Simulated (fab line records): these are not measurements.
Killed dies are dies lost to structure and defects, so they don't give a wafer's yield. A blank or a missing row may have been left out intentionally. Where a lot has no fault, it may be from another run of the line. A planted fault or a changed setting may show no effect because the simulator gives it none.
Matching of chambers / flow rit-cmos / 4 sister chambers for RIT_GATE_ETCH_19 on rie-si-02
The step etches poly-Si in SF6/CHF3/O2, stops on SiO2, time 165 s, target depth 312.5 nm. 8 wafers are shown with their chamber, then 7 later ones without.

## WAFERS, EACH WITH ITS CHAMBER
wafer=L225.1; chamber=0; throttle-valve-pct (%)=10.08; oes-product-au (a.u.)=0.848
wafer=L227.3; chamber=2; throttle-valve-pct (%)=10.02; oes-product-au (a.u.)=0.841
wafer=L227.6; chamber=0; throttle-valve-pct (%)=10.09; oes-product-au (a.u.)=0.850
wafer=L229.1; chamber=3; throttle-valve-pct (%)=10.17; oes-product-au (a.u.)=0.848
wafer=L229.3; chamber=1; throttle-valve-pct (%)=10.08; oes-product-au (a.u.)=0.866
wafer=L229.6; chamber=1; throttle-valve-pct (%)=10.10; oes-product-au (a.u.)=0.852
wafer=L231.2; chamber=3; throttle-valve-pct (%)=10.17; oes-product-au (a.u.)=0.848
wafer=L231.3; chamber=2; throttle-valve-pct (%)=10.02; oes-product-au (a.u.)=0.843

## WAFERS WHOSE CHAMBER IS MISSING
wafer=L231.6; throttle-valve-pct (%)=10.08; oes-product-au (a.u.)=0.855
wafer=L233.1; throttle-valve-pct (%)=10.04; oes-product-au (a.u.)=0.853
wafer=L233.4; throttle-valve-pct (%)=10.16; oes-product-au (a.u.)=0.844
wafer=L233.5; throttle-valve-pct (%)=10.11; oes-product-au (a.u.)=0.842
wafer=L245.3; throttle-valve-pct (%)=10.09; oes-product-au (a.u.)=0.827
wafer=L245.5; throttle-valve-pct (%)=10.10; oes-product-au (a.u.)=0.826
wafer=L245.6; throttle-valve-pct (%)=10.08; oes-product-au (a.u.)=0.841

## CHAMBER TAKEN BY EACH
wafer=L231.6; from the rows above=can't be placed: 0 or 1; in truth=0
wafer=L233.1; from the rows above=2; in truth=2
wafer=L233.4; from the rows above=3; in truth=3
wafer=L233.5; from the rows above=can't be placed: 0 or 1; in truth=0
wafer=L245.3; from the rows above=can't be placed: 0 or 1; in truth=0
wafer=L245.5; from the rows above=can't be placed: 0 or 1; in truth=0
wafer=L245.6; from the rows above=0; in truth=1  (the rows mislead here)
Correctly placed: 2 of 7. Unplaceable from these rows: 4, with the true chamber sitting among the candidates in 4. Number placed wrongly: 1.
How it was worked out, from the rows above alone: a wafer's distance from a chamber is the root of the sum, over the readings, of the square of ((its reading less the chamber's mean) divided by the reading's scatter). The wafer belongs to the nearest chamber; if the next one is less than 2 further off, it can't be placed. Each chamber's mean is taken over the wafers shown for it. The scatter: the root of (the sum of the squares of (reading less its chamber's mean) over the shown wafers, divided by (wafers less chambers)).
